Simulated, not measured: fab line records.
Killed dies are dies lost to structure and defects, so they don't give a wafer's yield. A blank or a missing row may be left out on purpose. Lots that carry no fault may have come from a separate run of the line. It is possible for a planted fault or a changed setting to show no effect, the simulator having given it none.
One fault seen from 2 desks + flow berkeley cmos170 + each desk has only its own numbers; what lay behind them comes last

THE METROLOGY DESK
What the gauges read, lot by lot, whatever tool the lot ran on: means of the sampled wafers that have a number. If a lot's mean is further than 4 standard deviations from the usual mean, the lot is out of limits and carries the mark OUT (the distance appears in the brackets).
Columns: A = M1_OVL at UCB170_M1_OVL_MEAS_10, usual 6 nm; B = V1_OVL at UCB170_V1_OVL_MEAS_13, usual 0 nm
| lot  | first seen here | A  | B  |
|------|-----------------|----|----|
| L811 | day 8 22:26     | 9  | 6  |
| L810 | day 8 23:23     | 5  | 4  |
| L812 | day 9 05:10     | 6  | -2 |
| L815 | day 9 10:00     | 4  | 4  |
| L818 | day 10 06:32    | -5 | -7 |
| L819 | day 10 06:47    | 3  | -9 |
| L817 | day 10 07:04    | 5  | -3 |
| L821 | day 10 17:09    | 3  | -0 |
| L823 | day 11 04:36    | 5  | -3 |
| L825 | day 11 12:33    | 13 | -2 |
| L828 | day 11 14:10    | 10 | 1  |
| L829 | day 11 21:38    | 10 | 0  |
| L831 | day 12 20:11    | 1  | -2 |
| L830 | day 12 20:27    | 8  | -1 |
Finding of this desk: none of the 14 lots has anything out of limits.

FOR THE TOOL OWNER'S DESK: krf scanner-01
The tool's own readings at UCB170_M3_EXPOSE_12 (exposes mask METAL3, target cd 700 nm): means of the sampled wafers that have a number, for each lot that ran on this tool. If a lot's mean is further than 4 standard deviations from the usual mean, the lot is out of limits and carries the mark OUT (the distance appears in the brackets).
Columns: A = exposure dose mJ cm2 at UCB170_M3_EXPOSE_12, usual 26.000; B = focus offset nm at UCB170_M3_EXPOSE_12, usual 0.1 nm
| lot  | first seen here | A      | B    |
|------|-----------------|--------|------|
| L811 | day 9 11:59     | 26.026 | -0.0 |
| L815 | day 10 04:08    | 25.976 | -0.1 |
| L818 | day 10 20:49    | 25.978 | 0.5  |
| L819 | day 10 22:59    | 26.016 | 0.2  |
| L821 | day 11 08:35    | 26.022 | 0.0  |
| L823 | day 11 16:59    | 26.020 | -0.4 |
| L829 | day 12 08:58    | 26.010 | -0.1 |
| L831 | day 13 12:26    | 25.994 | 0.5  |
| L830 | day 13 12:55    | 26.000 | 1.0  |
Finding of this desk: none of the 9 lots has anything out of limits.

PUT TOGETHER
At the metrology desk, nothing out of limits was observed.
Nothing out of limits was seen by the tool owner's desk.

WHAT THE SIMULATOR HAD INSERTED
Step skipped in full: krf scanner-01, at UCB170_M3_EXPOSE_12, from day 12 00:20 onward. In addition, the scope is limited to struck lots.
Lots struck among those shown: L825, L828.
